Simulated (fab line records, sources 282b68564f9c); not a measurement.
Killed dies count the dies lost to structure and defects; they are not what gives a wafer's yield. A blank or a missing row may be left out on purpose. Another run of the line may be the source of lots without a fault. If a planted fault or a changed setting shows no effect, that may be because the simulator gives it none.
fab line records    flow rit-cmos
record lots=14  wafers=42  last-day=7
route steps=202 shown SILICIDE@162 M1@202
lots with no fault: from the same line, run without faults
start-h: hours from the record's opening day to when the first of the lot's shown wafers began    wait-h: hours since the lot's step before    " same as the row above    L1.1+2: a row that stands for several wafers    - no value, or no start was given    * or withheld: withheld    < > ~ a bound
route shown NAME@n: names a module that has steps shown in the file, with the first one's number in the route    usual: mean/standard deviation of fault-free wafers    same: alike in all rows    chamber/n: place in a boat    sites: per-site readings    _std_site: how widely they spread, as a standard deviation    _edge_site: outer sites' mean less inner sites'    radius-mm: how far each site lies from the wafer's centre    mask NAME#n: copy n    behind: tool/chamber where the wafer was last shaped    hold: why the lot went on hold/how many hours it stayed there/how the hold came to an end    device: the transistor (n, p or np) that didn't switch    end of line: tests of these same wafers at the route's end    where a step has no rows: the recipe by itself    killed: the dies lost at the first sort to structure and to defects; this is not the yield of the wafer    map: per-die view of a wafer (x killed, . not killed, _ where there is no die)
set.NAME: the setting the step ran with; set.NAME@STEP: the setting that earlier step ran with    model.NAME: the simulator's own value behind a step, which no gauge read
steps of the route over a sample of lots; a table a step, a row a wafer
services: from which hour (start-h, from the record's first day; less than 0 if before it) a tool's chamber was out of use, for how many hours, and why
## steps
# step RIT_SILICIDE_SPUTTER_01
# recipe material=Ti  target-thk-nm=30  power-w=350  chamber-pressure-pa=0.667  gas=Ar  time-s=240  substrate-temp-c=25
# usual throttle-valve-pct=29.3/1.1
lot.wafer  tool            chamber  start-h  wait-h  throttle-valve-pct
L730.3     pvd-sputter-04  -        50.31    0.0     28.2
L730.4     "               -        "        "       27.7
L730.5     "               -        "        "       28.2
L731.2     pvd-sputter-02  -        55.67    0.0     31.0
L731.3     "               -        "        "       30.9
L731.4     "               -        "        "       29.9
L732.2     pvd-sputter-04  -        60.36    0.0     29.3
L732.3     "               -        "        "       29.3
L732.4     "               -        "        "       27.7
L733.1     pvd-sputter-02  -        65.09    0.0     30.8
L733.2     "               -        "        "       29.8
L733.5     "               -        "        "       30.6
L735.1     pvd-sputter-02  -        75.75    0.0     29.9
L735.3     "               -        "        "       30.6
L735.6     "               -        "        "       30.4
L739.3     pvd-sputter-02  -        96.21    0.0     30.2
L739.4     "               -        "        "       30.6
L739.5     "               -        "        "       30.8
L740.2     pvd-sputter-04  -        101.20   0.0     28.1
L740.4     "               -        "        "       29.5
L740.5     "               -        "        "       29.7
L741.1     pvd-sputter-02  -        104.57   0.0     30.9
L741.3     "               -        "        "       30.5
L741.4     "               -        "        "       30.8
L743.3     pvd-sputter-02  -        119.10   0.0     30.3
L743.4     "               -        "        "       30.9
L743.5     "               -        "        "       30.7
L749.3     pvd-sputter-04  -        146.14   0.0     29.7
L749.4     "               -        "        "       29.8
L749.5     "               -        "        "       27.5
L750.4     pvd-sputter-03  -        154.45   0.0     29.1
L750.5     "               -        "        "       29.1
L750.6     "               -        "        "       28.8
L751.3     pvd-sputter-04  -        159.79   0.0     28.2
L751.5     "               -        "        "       28.1
L751.6     "               -        "        "       27.6
L752.1     pvd-sputter-03  -        162.03   0.0     30.0
L752.4     "               -        "        "       29.8
L752.5     "               -        "        "       30.1
L753.2     pvd-sputter-04  -        167.21   0.0     27.4
L753.3     "               -        "        "       29.7
L753.5     "               -        "        "       27.6
# step RIT_SILICIDE_RS_MEAS_02
# recipe thk-meas-gauge=four-point-probe  reads=Ti_of_SILICIDE_SPUTTER_01
# usual SILICIDE_TI_RS=48.0/0.76
lot.wafer  tool           chamber  start-h  wait-h  SILICIDE_TI_RS[ohm/sq]
L730.3     film-metro-03  -        50.50    0.1     46.8
L730.4     "              -        "        "       47.3
L730.5     "              -        "        "       47.0
L731.2     film-metro-04  -        55.84    0.1     48.1
L731.3     "              -        "        "       48.6
L731.4     "              -        "        "       47.9
L732.2     film-metro-02  -        60.53    0.1     48.2
L732.3     "              -        "        "       48.3
L732.4     "              -        "        "       48.6
L733.1     film-metro-02  -        65.24    0.1     48.1
L733.2     "              -        "        "       47.7
L733.5     "              -        "        "       48.2
L735.1     film-metro-04  -        75.90    0.1     48.5
L735.3     "              -        "        "       48.6
L735.6     "              -        "        "       48.4
L739.3     film-metro-03  -        96.40    0.1     48.7
L739.4     "              -        "        "       49.2
L739.5     "              -        "        "       49.2
L740.2     film-metro-03  -        101.37   0.1     48.4
L740.4     "              -        "        "       48.9
L740.5     "              -        "        "       49.4
L741.1     film-metro-02  -        104.72   0.1     44.7
L741.3     "              -        "        "       44.0
L741.4     "              -        "        "       43.9
L743.3     film-metro-04  -        119.29   0.1     44.6
L743.4     "              -        "        "       44.8
L743.5     "              -        "        "       44.8
L749.3     film-metro-02  -        146.33   0.1     47.8
L749.4     "              -        "        "       47.4
L749.5     "              -        "        "       47.9
L750.4     film-metro-02  -        154.66   0.1     47.2
L750.5     "              -        "        "       47.0
L750.6     "              -        "        "       47.6
L751.3     film-metro-04  -        159.98   0.1     47.8
L751.5     "              -        "        "       47.8
L751.6     "              -        "        "       48.6
L752.1     film-metro-04  -        162.18   0.1     48.8
L752.4     "              -        "        "       48.8
L752.5     "              -        "        "       48.7
L753.2     film-metro-02  -        167.38   0.1     48.4
L753.3     "              -        "        "       47.6
L753.5     "              -        "        "       48.0
# step RIT_SILICIDE_THK_MEAS_03
# recipe thk-meas-gauge=xrf  reads=Ti_of_SILICIDE_SPUTTER_01
# usual SILICIDE_TI_THK=29.7/0.38
lot.wafer  tool           chamber  start-h  wait-h  SILICIDE_TI_THK[nm]
L730.3     film-metro-03  -        50.60    0.1     30.4
L730.4     "              -        "        "       30.1
L730.5     "              -        "        "       30.2
L731.2     film-metro-04  -        55.95    0.1     29.9
L731.3     "              -        "        "       29.4
L731.4     "              -        "        "       29.7
L732.2     film-metro-02  -        60.64    0.1     29.6
L732.3     "              -        "        "       29.5
L732.4     "              -        "        "       29.4
L733.1     film-metro-02  -        65.36    0.1     29.4
L733.2     "              -        "        "       29.9
L733.5     "              -        "        "       29.6
L735.1     film-metro-04  -        76.02    0.1     29.3
L735.3     "              -        "        "       29.2
L735.6     "              -        "        "       29.2
L739.3     film-metro-03  -        96.50    0.1     29.4
L739.4     "              -        "        "       29.1
L739.5     "              -        "        "       29.1
L740.2     film-metro-03  -        101.48   0.1     29.5
L740.4     "              -        "        "       29.3
L740.5     "              -        "        "       29.0
L741.1     film-metro-02  -        104.84   0.1     31.5
L741.3     "              -        "        "       31.8
L741.4     "              -        "        "       31.9
L743.3     film-metro-04  -        119.39   0.1     31.6
L743.4     "              -        "        "       31.5
L743.5     "              -        "        "       31.5
L749.3     film-metro-02  -        146.43   0.1     29.6
L749.4     "              -        "        "       29.9
L749.5     "              -        "        "       29.5
L750.4     film-metro-02  -        154.75   0.1     29.7
L750.5     "              -        "        "       29.9
L750.6     "              -        "        "       29.7
L751.3     film-metro-04  -        160.08   0.1     29.8
L751.5     "              -        "        "       29.9
L751.6     "              -        "        "       29.5
L752.1     film-metro-04  -        162.30   0.1     29.4
L752.4     "              -        "        "       29.4
L752.5     "              -        "        "       29.5
L753.2     film-metro-02  -        167.49   0.1     29.2
L753.3     "              -        "        "       29.6
L753.5     "              -        "        "       29.5
# step RIT_M1_PROBE_99
# usual killed_at_M0_to_M3=0.0/0.14  killed-at-contacts=0.0/0.16  killed-at-front-end=7/3  killed-dies=7/3  killed-open=3.5/2  killed-short=3.6/2.1
# same gross-dies=264  killed_at_M4_up=0  killed-at-back-side=0  killed-at-other=0
lot.wafer  tool       chamber  start-h  wait-h  killed_at_M0_to_M3  killed-at-contacts  killed-at-front-end  killed-dies  killed-open  killed-short
L739.3     prober-02  -        104.23   0.2     0                   0                   2                    2            1            1
L739.4     prober-02  -        104.28   0.2     0                   0                   12                   12           6            6
L739.5     prober-02  -        104.33   0.2     0                   0                   5                    5            3            2
L753.2     prober-01  -        174.07   0.1     0                   0                   8                    8            7            1
L753.3     prober-01  -        174.12   0.2     0                   0                   8                    8            4            4
L753.5     prober-01  -        174.22   0.2     0                   0                   10                   10           4            6
# killed by level:class
L739.3 GATE:geometric-particle:short=1 GATE:geometric-particle:open=1
L739.4 GATE:geometric-particle:short=3 REOX:geometric-particle:short=3 GATE:geometric-particle:open=2 SILICIDE:geometric-particle:open=2 FOX2:geometric-particle:open=1 SPACER:geometric-particle:open=1
L739.5 SPACER:geometric-particle:open=2 SILICIDE:geometric-particle:short=2 GATE:geometric-particle:open=1
L753.2 GATE:geometric-particle:open=3 FOX2:geometric-particle:open=1 REOX:geometric-particle:open=1 REOX:geometric-particle:short=1 SPACER:geometric-particle:open=1 SILICIDE:geometric-particle:open=1
L753.3 FOX1:geometric-particle:open=2 GATE:geometric-particle:open=2 GATE:geometric-particle:short=2 FOX1:geometric-particle:short=1 SILICIDE:geometric-particle:short=1
L753.5 FOX1:geometric-particle:short=2 FOX1:geometric-particle:open=2 SILICIDE:geometric-particle:short=2 GATE:geometric-particle:short=1 GATE:geometric-particle:open=1 SPACER:geometric-particle:short=1 SPACER:geometric-particle:open=1
## services
tool            chamber  start-h  hours  kind
pvd-sputter-02  -        43.90    2.0    repair
pvd-sputter-02  -        69.51    2.9    repair
pvd-sputter-04  -        113.23   4.1    repair
pvd-sputter-03  -        136.90   1.7    repair
pvd-sputter-02  -        139.07   2.6    repair
## key
first-sign step=RIT_SILICIDE_RS_MEAS_02  reading=SILICIDE_TI_RS  direction=down  sigmas=4.7  usual=48.0  struck=44.5
effect step=RIT_SILICIDE_THK_MEAS_03  reading=SILICIDE_TI_THK  direction=up  sigmas=5.3  usual=29.7  struck=31.6
met-at RIT_SILICIDE_SPUTTER_01
struck-lots L741,L743
tester-left-out L741,L743
onset-between 96.21 104.57
fault kind=process-parameter-drift  tool=pvd-sputter-02  chamber=-  onset-h=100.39  steps=RIT_SILICIDE_SPUTTER_01  channel=target-thk-nm  offset=1.731  shape=step  end-h=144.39  acts-in=these-recipes-only  stated=30
# tester-left-out: of these lots the tester's yield and bins aren't shown, on N5 and GAA mostly nor the transistor test; their killed dies are dies lost to structure and defects alone, not to doping, threshold or leakage, so they don't give the yield
